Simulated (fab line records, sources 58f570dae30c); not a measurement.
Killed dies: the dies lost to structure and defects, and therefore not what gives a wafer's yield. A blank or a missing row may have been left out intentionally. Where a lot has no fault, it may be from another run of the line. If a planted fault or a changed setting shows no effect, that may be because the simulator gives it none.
fab line records	flow berkeleyCmos170
record lots=5	wafers=23
route steps=331 shown NWELL@18 PWELL@48 ACTIVE@65 GATE@133 PLDD@154 PSD@183 BACKSIDE@200 SDANNEAL@204
startH: hours from the record's first day to the start of the lot's first wafer shown	waitH: time in hours since the lot's previous step	" same as the row above	L1.1+2: several wafers, shown together as one row	- no value present, or no start provided	* or withheld: withheld	< > ~ a bound
route shown NAME@n: NAME is a module with steps in the file, n the number in the route of the first one	usual: the fault-free wafers' mean and standard deviation	same: alike in all rows	chamber/n: place in a boat	sites: each site's reading	_std_site: the values' standard deviation	_edge_site: inner sites' mean taken away from outer sites' mean	radiusMm: for every site, how far away it sits from the centre of the wafer	mask NAME#n: copy n	behind: the tool/chamber that last shaped the wafer	hold: the reason the lot was held/the length of the hold in hours/how it ended	device: names the non-switching transistor (n, p or np)	end of line: the tests these same wafers got at the end of their route	a step without rows: its recipe alone	killed: at the first sort, the dies lost to defects and structure; wafer yield is something else	map: a wafer's dies, x killed, . not, _ none there
set.NAME: the setting that was run; set.NAME@STEP: the one run at that earlier step	model.NAME: the simulator's own value behind a step, which no gauge read
lots with deliberately changed settings; one table per step, one row per wafer
## steps
# step UCB170_NWELL_CVD_04
# recipe material=Si3N4	targetThkNm=224	tempC=800	precursor=SiH2Cl2/NH3	timeS=3360	pressureMtorr=200	sih2cl2FlowSccm=25	nh3FlowSccm=75
lot.wafer	tool	chamber	startH	waitH	set.sih2cl2FlowSccm	model.Si3N4_of_NWELL_CVD_04.thkNm
L074.1	-	-	-	0.0	22.54	219.2
L074.2	"	-	"	"	22.54	218.5
L074.3	"	-	"	"	22.54	217.3
L074.4	"	-	"	"	22.54	216.4
L074.6	"	-	"	"	22.54	216.3
L075.2	lpcvd-02	1	45.85	0.0	25	226.2
L075.4	"	1	"	"	25	225.9
L075.5	"	1	"	"	25	225.3
L076.1+4	-	-	-	0.0	21.91	215.2
L076.2	"	-	"	"	21.91	215.6
L076.5	"	-	"	"	21.91	216.2
L076.6	"	-	"	"	21.91	214.7
L080.1	-	-	-	0.0	26.93	225.5
L080.3	"	-	"	"	26.93	225.6
L080.4	"	-	"	"	26.93	226.4
L080.5	"	-	"	"	26.93	224.5
L080.6	"	-	"	"	26.93	226.8
L085.1	-	-	-	0.0	25	221.3
L085.2	"	-	"	"	25	222.4
L085.4	"	-	"	"	25	223.3
L085.5	"	-	"	"	25	223
L085.6	"	-	"	"	25	222.2
# step UCB170_PWELL_ETCH_14
# recipe chemistry=CH3F/Ar/O2	target=Si3N4	stopOn=SiO2	CH3F_flow_sccm=20	Ar_flow_sccm=50	O2_flow_sccm=7	pressureMtorr=50	rfW=450	targetDepthA=2420	overEtchFrac=0.1	timeS=151
lot.wafer	tool	chamber	startH	waitH	set.rfW	model.SiO2_of_PWELL_OXIDATION_02.thkNm
L074.1	rieDiel-04	3	62.45	0.0	450	22.81
L074.2	"	2	"	"	500.2	19.66
L074.3	"	1	"	"	450	21.9
L074.4	"	0	"	"	450	23.02
L074.6	"	3	"	"	500.2	20.24
L076.1	rieDiel-04	1	76.01	0.0	501.8	19.99
L076.2	"	0	"	"	450	23
L076.4	"	2	"	"	450	22.15
L076.5	"	1	"	"	501.8	20.23
L076.6	"	2	"	"	450	21.92
L075.2	rieDiel-03	3	76.84	0.0	450	23.29
L075.4	"	0	"	"	450	22.69
L075.5	"	1	"	"	450	21.82
L080.1	rieDiel-04	1	82.16	0.0	450	21.62
L080.3	"	3	"	"	436.3	22.19
L080.4	"	0	"	"	450	22.57
L080.5	"	1	"	"	436.3	22.3
L080.6	"	0	"	"	450	23.07
L085.1	rieDiel-04	0	113.50	0.0	450	22.6
L085.2	"	2	"	"	450	22.09
L085.4	"	3	"	"	450	22.62
L085.5	"	1	"	"	450	22.47
L085.6	"	2	"	"	450	21.99
# step UCB170_ACTIVE_CVD_05
# recipe material=Si3N4	targetThkNm=220	tempC=800	precursor=SiH2Cl2/NH3	timeS=3300	pressureMtorr=200	sih2cl2FlowSccm=25	nh3FlowSccm=75
lot.wafer	tool	chamber	startH	waitH	set.sih2cl2FlowSccm	model.Si3N4_of_ACTIVE_CVD_05.thkNm
L074.1	-	-	-	0.0	28.45	231
L074.2	"	-	"	"	28.45	230.5
L074.3	"	-	"	"	28.45	230
L074.4	"	-	"	"	28.45	229.1
L074.6	"	-	"	"	28.45	231.1
L075.2	lpcvd-01	0	110.19	0.0	25	214.9
L075.4	"	0	"	"	25	219.4
L075.5	"	0	"	"	25	216.2
L076.1	-	-	-	0.0	22.59	213.6
L076.2	"	-	"	"	22.59	215.1
L076.4	"	-	"	"	22.59	212.3
L076.5	"	-	"	"	22.59	214.9
L076.6	"	-	"	"	22.59	215.5
L080.1	-	-	-	0.0	23.48	215.4
L080.3	"	-	"	"	23.48	215.1
L080.4	"	-	"	"	23.48	214.3
L080.5	"	-	"	"	23.48	213.8
L080.6	"	-	"	"	23.48	218
L085.1	-	-	-	0.0	21.75	214.6
L085.2	"	-	"	"	21.75	212.1
L085.4	"	-	"	"	21.75	213.5
L085.5	"	-	"	"	21.75	214.3
L085.6	"	-	"	"	21.75	214.2
# step UCB170_ACTIVE_EXPOSE_10
# recipe maskId=ACTIVE	targetCdNm=1200	na=0.5	sigmaOuter=0.6	sourceShape=conventional	doseMj=20
lot.wafer	tool	chamber	startH	waitH	mask	set.doseMj
L074.1+2	krfScanner-01	0	107.35	0.4	ACTIVE#0	20
L074.3+4+6	"	0	"	"	ACTIVE#0	19.07
L080.1+3+4+5+6	krfScanner-02	0	113.94	0.2	ACTIVE#0	20
L076.1+4	krfScanner-02	0	114.06	0.3	ACTIVE#0	20.59
L076.2+5+6	"	0	"	"	ACTIVE#0	20
L075.2+4+5	krfScanner-02	0	114.19	0.4	ACTIVE#0	20
L085.1+4+6	krfScanner-01	0	145.12	0.2	ACTIVE#0	20
L085.2+5	"	0	"	"	ACTIVE#0	18.96
# step UCB170_ACTIVE_PEB_11
# recipe pebTempC=130	pebTimeS=withheld	resist=KrF
# step UCB170_ACTIVE_DEVELOP_12
# recipe developer=TMAH	developTimeS=45	resist=KrF	devTempC=21
# step UCB170_ACTIVE_CD_MEAS_13
# recipe targetCdNm=1200
# usual cdNm=1200.6/1.6
lot.wafer	tool	chamber	startH	waitH	set.doseMj@ACTIVE_EXPOSE_10	cdNm
L074.1	cdSem-02	-	108.37	-	20	1200.6
L074.2	"	-	"	"	20	1201.1
L074.3	"	-	"	"	19.07	1208.6
L074.4	"	-	"	"	19.07	1208.8
L074.6	"	-	"	"	19.07	1208.7
L080.1	cdSem-01	-	114.99	-	20	1200.4
L080.3	"	-	"	"	20	1200.5
L080.4	"	-	"	"	20	1201.2
L080.5	"	-	"	"	20	1199.7
L080.6	"	-	"	"	20	1201.4
L076.1	cdSem-02	-	115.26	-	20.59	1197.7
L076.2	"	-	"	"	20	1202.5
L076.4	"	-	"	"	20.59	1197.5
L076.5	"	-	"	"	20	1201.5
L076.6	"	-	"	"	20	1202.2
L075.2	cdSem-01	-	115.36	-	20	1201.0
L075.4	"	-	"	"	20	1199.7
L075.5	"	-	"	"	20	1201.5
L085.1	cdSem-02	-	145.72	-	20	1203.5
L085.2	"	-	"	"	18.96	1213.2
L085.4	"	-	"	"	20	1203.2
L085.5	"	-	"	"	18.96	1212.4
L085.6	"	-	"	"	20	1203.2
# step UCB170_ACTIVE_ETCH_15
# recipe chemistry=CH3F/Ar/O2	target=Si3N4	stopOn=SiO2	CH3F_flow_sccm=20	Ar_flow_sccm=50	O2_flow_sccm=7	pressureMtorr=50	rfW=450	targetDepthA=2420	overEtchFrac=0.1	timeS=151
lot.wafer	tool	chamber	startH	waitH	set.sih2cl2FlowSccm@ACTIVE_CVD_05	set.doseMj@ACTIVE_EXPOSE_10	model.ACTIVE.cdNm	model.etch.depthNm
L074.1	rieDiel-01	0	108.53	0.0	28.45	20	1201	231
L074.2	"	1	"	"	28.45	20	1201	230.5
L074.3	"	3	"	"	28.45	19.07	1209	230
L074.4	"	2	"	"	28.45	19.07	1208	229.1
L074.6	"	3	"	"	28.45	19.07	1209	231.1
L080.1	rieDiel-04	3	115.15	0.0	23.48	20	1201	215.4
L080.3	"	1	"	"	23.48	20	1201	215.1
L080.4	"	0	"	"	23.48	20	1201	214.3
L080.5	"	2	"	"	23.48	20	1200	213.8
L080.6	"	1	"	"	23.48	20	1201	218
L076.1	rieDiel-02	0	115.42	0.0	22.59	20.59	1198	213.6
L076.2	"	1	"	"	22.59	20	1203	215.1
L076.4	"	2	"	"	22.59	20.59	1198	-
L076.5+6	"	3,0	"	"	22.59	20	1202	-
L075.2	rieDiel-01	3	115.49	0.0	25	20	1201	214.9
L075.4	"	0	"	"	25	20	1200	219.4
L075.5	"	0	"	"	25	20	1202	216.2
L085.1+6	rieDiel-02	2	145.88	0.0	21.75	20	1203	-
L085.2	"	3	"	"	21.75	18.96	1213	-
L085.4	"	1	"	"	21.75	20	1203	213.5
L085.5	"	1	"	"	21.75	18.96	1213	214.3
# step UCB170_ACTIVE_STRIP_16
# recipe chemistry=O2	powerW=400	pressureMtorr=3500	platenTempC=withheld	o2FlowSccm=400	overashFraction=0.5
# step UCB170_ACTIVE_CD_MEAS_90
# recipe targetCdNm=1200
# usual cdNm=1200.5/1.6
lot.wafer	tool	chamber	startH	waitH	set.doseMj@ACTIVE_EXPOSE_10	cdNm
L074.1	cdSem-02	-	108.73	0.1	20	1201.0
L074.2	"	-	"	"	20	1200.7
L074.3	"	-	"	"	19.07	1208.7
L074.4	"	-	"	"	19.07	1208.0
L074.6	"	-	"	"	19.07	1208.1
L080.1	cdSem-02	-	115.38	0.1	20	1200.9
L080.3	"	-	"	"	20	1200.4
L080.4	"	-	"	"	20	1200.8
L080.5	"	-	"	"	20	1199.9
L080.6	"	-	"	"	20	1201.4
L076.1	cdSem-02	-	115.66	0.1	20.59	1197.7
L076.2	"	-	"	"	20	1202.7
L076.4	"	-	"	"	20.59	1197.5
L076.5	"	-	"	"	20	1201.5
L076.6	"	-	"	"	20	1201.8
L075.2	cdSem-02	-	115.80	0.2	20	1201.5
L075.4	"	-	"	"	20	1199.5
L075.5	"	-	"	"	20	1202.1
L085.1	cdSem-01	-	146.08	0.1	20	1203.0
L085.2	"	-	"	"	18.96	1213.2
L085.4	"	-	"	"	20	1203.0
L085.5	"	-	"	"	18.96	1212.3
L085.6	"	-	"	"	20	1203.5
# step UCB170_GATE_COAT_07
# recipe resist=KrF	spinRpm=1500	resistThkNm=900
lot.wafer	tool	chamber	startH	waitH	set.resistThkNm	model.KrF_of_GATE_COAT_07.thkNm
L074.1	lithoTrack-01	0	-	-	900	902.1
L074.2	"	0	"	"	900	899.5
L074.3	"	0	"	"	900	899.7
L074.4	"	0	"	"	880.3	881.1
L074.6	"	0	"	"	880.3	882.6
L075.2	lithoTrack-02	0	-	-	900	903.3
L075.4	"	0	"	"	900	904.8
L075.5	"	0	"	"	900	901.7
L080.1	lithoTrack-04	0	-	-	900	904.7
L080.3	"	0	"	"	872.9	878.8
L080.4	"	0	"	"	900	903.2
L080.5	"	0	"	"	872.9	877.1
L080.6	"	0	"	"	872.9	878
L076.1	lithoTrack-01	0	-	-	950.7	947.3
L076.2	"	0	"	"	950.7	945.7
L076.4	"	0	"	"	950.7	945.4
L076.5	"	0	"	"	900	896
L076.6	"	0	"	"	900	897.5
L085.1	lithoTrack-04	0	-	-	900	899
L085.2	"	0	"	"	900	898.9
L085.4	"	0	"	"	870.6	869.5
L085.5	"	0	"	"	900	897.8
L085.6	"	0	"	"	870.6	868.9
# step UCB170_PLDD_IMPLANT_09
# recipe species=BF2	doseCm2=5e+13	energyKev=10	tiltDeg=7	rotationDeg=180
lot.wafer	tool	chamber	startH	waitH	set.doseCm2
L074.1+2+3+4+6	implanter-01	0	162.51	0.1	5e+13
L075.2+4+5	implanter-01	0	177.25	0.1	5e+13
L080.1+3+6	implanter-04	0	177.39	0.1	4.659e+13
L080.4+5	"	0	"	"	5e+13
L076.1+4+5	implanter-01	0	177.67	0.1	4.707e+13
L076.2+6	"	0	"	"	5e+13
L085.1+4+6	implanter-01	0	214.46	0.1	5.232e+13
L085.2+5	"	0	"	"	5e+13
# step UCB170_PLDD_STRIP_10
# recipe chemistry=O2	powerW=400	pressureMtorr=3500	platenTempC=withheld	o2FlowSccm=400	overashFraction=0.5
# step UCB170_PLDD_TW_MEAS_11
# usual PLDD_TW=1013/4.4
lot.wafer	tool	chamber	startH	waitH	set.doseCm2@PLDD_IMPLANT_09	PLDD_TW
L074.1	filmMetro-04	-	162.76	0.1	5e+13	1009
L074.2	"	-	"	"	5e+13	1012
L074.3	"	-	"	"	5e+13	1010
L074.4	"	-	"	"	5e+13	1010
L074.6	"	-	"	"	5e+13	1006
L075.2	filmMetro-03	-	177.48	0.1	5e+13	1017
L075.4	"	-	"	"	5e+13	1023
L075.5	"	-	"	"	5e+13	1018
L080.1	filmMetro-03	-	177.64	0.1	4.659e+13	1003
L080.3	"	-	"	"	4.659e+13	1011
L080.4	"	-	"	"	5e+13	1019
L080.5	"	-	"	"	5e+13	1018
L080.6	"	-	"	"	4.659e+13	1007
L076.1	filmMetro-04	-	177.92	0.1	4.707e+13	998
L076.2	"	-	"	"	5e+13	1015
L076.4	"	-	"	"	4.707e+13	1001
L076.5	"	-	"	"	4.707e+13	1001
L076.6	"	-	"	"	5e+13	1013
L085.1	filmMetro-04	-	214.71	0.1	5.232e+13	1025
L085.2	"	-	"	"	5e+13	1012
L085.4	"	-	"	"	5.232e+13	1016
L085.5	"	-	"	"	5e+13	1010
L085.6	"	-	"	"	5.232e+13	1018
# step UCB170_PSD_IMPLANT_08
# recipe species=B	doseCm2=3e+15	energyKev=20	tiltDeg=7
lot.wafer	tool	chamber	startH	waitH	set.energyKev	model.implant.rpNm	model.implant.drpNm
L074.1+6	implanter-01	0	171.65	0.0	20	66.97	28.34
L074.2+3+4	"	0	"	"	20.96	70.15	29.41
L075.2+4+5	implanter-01	0	187.95	0.0	20	66.8	28.34
L080.1+3+4+5+6	implanter-02	0	188.02	0.0	20	67.48	28.34
L076.1+2+5	implanter-03	0	188.16	0.0	19.26	62.52	27.6
L076.4+6	"	0	"	"	20	64.9	28.34
L085.1+5+6	implanter-02	0	226.49	0.0	19.09	60.44	27.43
L085.2+4	"	0	"	"	20	63.29	28.34
# step UCB170_PSD_STRIP_09
# recipe chemistry=O2	powerW=400	pressureMtorr=3500	platenTempC=withheld	o2FlowSccm=400	overashFraction=0.5
# usual stripTimeToEndpointS=29.41/0.064
lot.wafer	tool	chamber	startH	waitH	set.energyKev@PSD_IMPLANT_08	stripTimeToEndpointS
L074.1	plasmaAsher-04	1	171.80	0.1	20	29.52
L074.2	"	0	"	"	20.96	29.88
L074.3	"	1	"	"	20.96	29.92
L074.4	"	0	"	"	20.96	29.86
L074.6	"	1	"	"	20	29.50
L075.2	plasmaAsher-02	1	188.07	0.1	20	29.44
L075.4	"	1	"	"	20	29.54
L075.5	"	1	"	"	20	29.48
L080.1	plasmaAsher-04	1	188.17	0.1	20	29.50
L080.3	"	0	"	"	20	29.45
L080.4	"	1	"	"	20	29.37
L080.5	"	1	"	"	20	29.46
L080.6	"	0	"	"	20	29.44
L076.1	plasmaAsher-01	0	188.31	0.1	19.26	29.03
L076.2	"	1	"	"	19.26	28.95
L076.4	"	1	"	"	20	29.41
L076.5	"	1	"	"	19.26	28.99
L076.6	"	0	"	"	20	29.34
L085.1	plasmaAsher-04	1	226.64	0.1	19.09	28.87
L085.2	"	0	"	"	20	29.41
L085.4	"	0	"	"	20	29.37
L085.5	"	0	"	"	19.09	28.92
L085.6	"	1	"	"	19.09	28.98
# step UCB170_PSD_TW_MEAS_10
# usual PSD_TW=2331/9.2
lot.wafer	tool	chamber	startH	waitH	set.energyKev@PSD_IMPLANT_08	PSD_TW
L074.1	filmMetro-04	-	171.90	0.1	20	2332
L074.2	"	-	"	"	20.96	2359
L074.3	"	-	"	"	20.96	2353
L074.4	"	-	"	"	20.96	2349
L074.6	"	-	"	"	20	2327
L075.2	filmMetro-03	-	188.18	0.1	20	2353
L075.4	"	-	"	"	20	2356
L075.5	"	-	"	"	20	2348
L080.1	filmMetro-01	-	188.27	0.1	20	2334
L080.3	"	-	"	"	20	2324
L080.4	"	-	"	"	20	2324
L080.5	"	-	"	"	20	2336
L080.6	"	-	"	"	20	2335
L076.1	filmMetro-04	-	188.41	0.1	19.26	2308
L076.2	"	-	"	"	19.26	2308
L076.4	"	-	"	"	20	2339
L076.5	"	-	"	"	19.26	2302
L076.6	"	-	"	"	20	2335
L085.1	filmMetro-03	-	226.74	0.1	19.09	2300
L085.2	"	-	"	"	20	2338
L085.4	"	-	"	"	20	2328
L085.5	"	-	"	"	19.09	2304
L085.6	"	-	"	"	19.09	2298
# step UCB170_BACKSIDE_COAT_01
# recipe resist=KrF	spinRpm=1500	resistThkNm=900
lot.wafer	tool	chamber	startH	waitH	set.resistThkNm	model.KrF_of_BACKSIDE_COAT_01.thkNm
L074.1	lithoTrack-01	0	176.90	0.1	900	904.9
L074.2	"	0	"	"	938.6	941.8
L074.3	"	0	"	"	900	902.7
L074.4	"	0	"	"	938.6	944.2
L074.6	"	0	"	"	900	905.5
L075.2	lithoTrack-01	0	191.42	0.1	900	900.3
L075.4	"	0	"	"	900	900.7
L075.5	"	0	"	"	900	897.6
L080.1	lithoTrack-02	0	191.47	0.1	900	899.2
L080.3	"	0	"	"	900	900.1
L080.4	"	0	"	"	900	901.8
L080.5	"	0	"	"	900	901
L080.6	"	0	"	"	900	899.4
L076.1	lithoTrack-03	0	191.82	0.1	900	902.3
L076.2	"	0	"	"	900	904
L076.4	"	0	"	"	872.9	875.9
L076.5	"	0	"	"	872.9	876.6
L076.6	"	0	"	"	900	903.7
L085.1	lithoTrack-03	0	229.00	0.1	900	902.9
L085.2	"	0	"	"	900	902.3
L085.4	"	0	"	"	900	905.7
L085.5	"	0	"	"	900	904.8
L085.6	"	0	"	"	900	904.4
# step UCB170_BACKSIDE_SOFTBAKE_02
# recipe resist=KrF	tempC=130	timeS=60
# step UCB170_BACKSIDE_STRIP_03
# recipe chemistry=O2	powerW=400	pressureMtorr=3500	platenTempC=withheld	o2FlowSccm=400	overashFraction=0.5
# usual stripTimeToEndpointS=22.00/0.055
lot.wafer	tool	chamber	startH	waitH	set.resistThkNm@BACKSIDE_COAT_01	stripTimeToEndpointS
L074.1	plasmaAsher-03	1	177.20	0.1	900	22.09
L074.2	"	0	"	"	938.6	22.95
L074.3	"	0	"	"	900	22.04
L074.4	"	1	"	"	938.6	23.03
L074.6	"	1	"	"	900	22.09
L075.2	plasmaAsher-03	0	191.70	0.1	900	21.97
L075.4	"	1	"	"	900	21.98
L075.5	"	0	"	"	900	21.91
L080.1	plasmaAsher-02	1	191.77	0.1	900	21.93
L080.3	"	1	"	"	900	21.97
L080.4	"	0	"	"	900	22.01
L080.5	"	0	"	"	900	21.99
L080.6	"	1	"	"	900	21.94
L076.1	plasmaAsher-03	1	192.12	0.1	900	22.02
L076.2	"	0	"	"	900	22.07
L076.4	"	1	"	"	872.9	21.39
L076.5	"	1	"	"	872.9	21.40
L076.6	"	0	"	"	900	22.06
L085.1	plasmaAsher-02	1	229.30	0.1	900	22.03
L085.2	"	0	"	"	900	22.02
L085.4	"	1	"	"	900	22.11
L085.5	"	0	"	"	900	22.09
L085.6	"	1	"	"	900	22.09
# step UCB170_BACKSIDE_CLEAN_04
# recipe chemistry=SPM	tempC=120	timeS=600
# step UCB170_SDANNEAL_RTA_00
# recipe tempC=900	timeS=10	ambient=N2
# step UCB170_SDANNEAL_RS_MEAS_04
# recipe thkMeasGauge=four-point-probe
# usual PLDD_RS=1032/3.6
lot.wafer	tool	chamber	startH	waitH	set.doseCm2@PLDD_IMPLANT_09	PLDD_RS[ohm/sq]
L074.1	filmMetro-01	-	177.86	0.1	5e+13	1031
L074.2	"	-	"	"	5e+13	1032
L074.3	"	-	"	"	5e+13	1033
L074.4	"	-	"	"	5e+13	1030
L074.6	"	-	"	"	5e+13	1032
L075.2	filmMetro-04	-	192.43	0.1	5e+13	1033
L075.4	"	-	"	"	5e+13	1037
L075.5	"	-	"	"	5e+13	1036
L080.1	filmMetro-03	-	192.44	0.1	4.659e+13	1066
L080.3	"	-	"	"	4.659e+13	1063
L080.4	"	-	"	"	5e+13	1034
L080.5	"	-	"	"	5e+13	1033
L080.6	"	-	"	"	4.659e+13	1064
L076.1	filmMetro-01	-	192.82	0.1	4.707e+13	1049
L076.2	"	-	"	"	5e+13	1027
L076.4	"	-	"	"	4.707e+13	1053
L076.5	"	-	"	"	4.707e+13	1049
L076.6	"	-	"	"	5e+13	1028
L085.1	filmMetro-03	-	229.94	0.1	5.232e+13	1016
L085.2	"	-	"	"	5e+13	1039
L085.4	"	-	"	"	5.232e+13	1019
L085.5	"	-	"	"	5e+13	1037
L085.6	"	-	"	"	5.232e+13	1017
## key
split step=UCB170_NWELL_CVD_04	setting=sih2cl2FlowSccm	stated=25	by=lot
response step=UCB170_NWELL_CVD_04	reading=model.Si3N4_of_NWELL_CVD_04.thkNm	change=+0.531	per=1%	r=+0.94
split step=UCB170_PWELL_ETCH_14	setting=rfW	stated=450	by=wafer
response step=UCB170_PWELL_ETCH_14	reading=model.SiO2_of_PWELL_OXIDATION_02.thkNm	change=-0.205	per=1%	r=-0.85
split step=UCB170_ACTIVE_CVD_05	setting=sih2cl2FlowSccm	stated=25	by=lot
response step=UCB170_ACTIVE_CVD_05	reading=model.Si3N4_of_ACTIVE_CVD_05.thkNm	change=+0.637	per=1%	r=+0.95
response step=UCB170_ACTIVE_ETCH_15	reading=model.etch.depthNm	change=+0.675	per=1%	r=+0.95
split step=UCB170_ACTIVE_EXPOSE_10	setting=doseMj	stated=20	by=wafer
response step=UCB170_ACTIVE_CD_MEAS_13	reading=cdNm	change=-1.73	per=1%	r=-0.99
response step=UCB170_ACTIVE_ETCH_15	reading=model.ACTIVE.cdNm	change=-1.71	per=1%	r=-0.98
response step=UCB170_ACTIVE_CD_MEAS_90	reading=cdNm	change=-1.69	per=1%	r=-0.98
split step=UCB170_GATE_COAT_07	setting=resistThkNm	stated=900	by=wafer
response step=UCB170_GATE_COAT_07	reading=model.KrF_of_GATE_COAT_07.thkNm	change=+8.77	per=1%	r=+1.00
split step=UCB170_PLDD_IMPLANT_09	setting=doseCm2	stated=5e+13	by=wafer
response step=UCB170_PLDD_TW_MEAS_11	reading=PLDD_TW	change=+1.95	per=1%	r=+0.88
response step=UCB170_SDANNEAL_RS_MEAS_04	reading=PLDD_RS	change=-4.31	per=1%	r=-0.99
split step=UCB170_PSD_IMPLANT_08	setting=energyKev	stated=20	by=wafer
response step=UCB170_PSD_IMPLANT_08	reading=model.implant.rpNm	change=+0.644	per=1%	r=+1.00
response step=UCB170_PSD_IMPLANT_08	reading=model.implant.drpNm	change=+0.209	per=1%	r=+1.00
response step=UCB170_PSD_STRIP_09	reading=stripTimeToEndpointS	change=*	per=1%	r=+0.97
response step=UCB170_PSD_TW_MEAS_10	reading=PSD_TW	change=+6.49	per=1%	r=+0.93
split step=UCB170_BACKSIDE_COAT_01	setting=resistThkNm	stated=900	by=wafer
response step=UCB170_BACKSIDE_COAT_01	reading=model.KrF_of_BACKSIDE_COAT_01.thkNm	change=+9.01	per=1%	r=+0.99
response step=UCB170_BACKSIDE_STRIP_03	reading=stripTimeToEndpointS	change=*	per=1%	r=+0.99
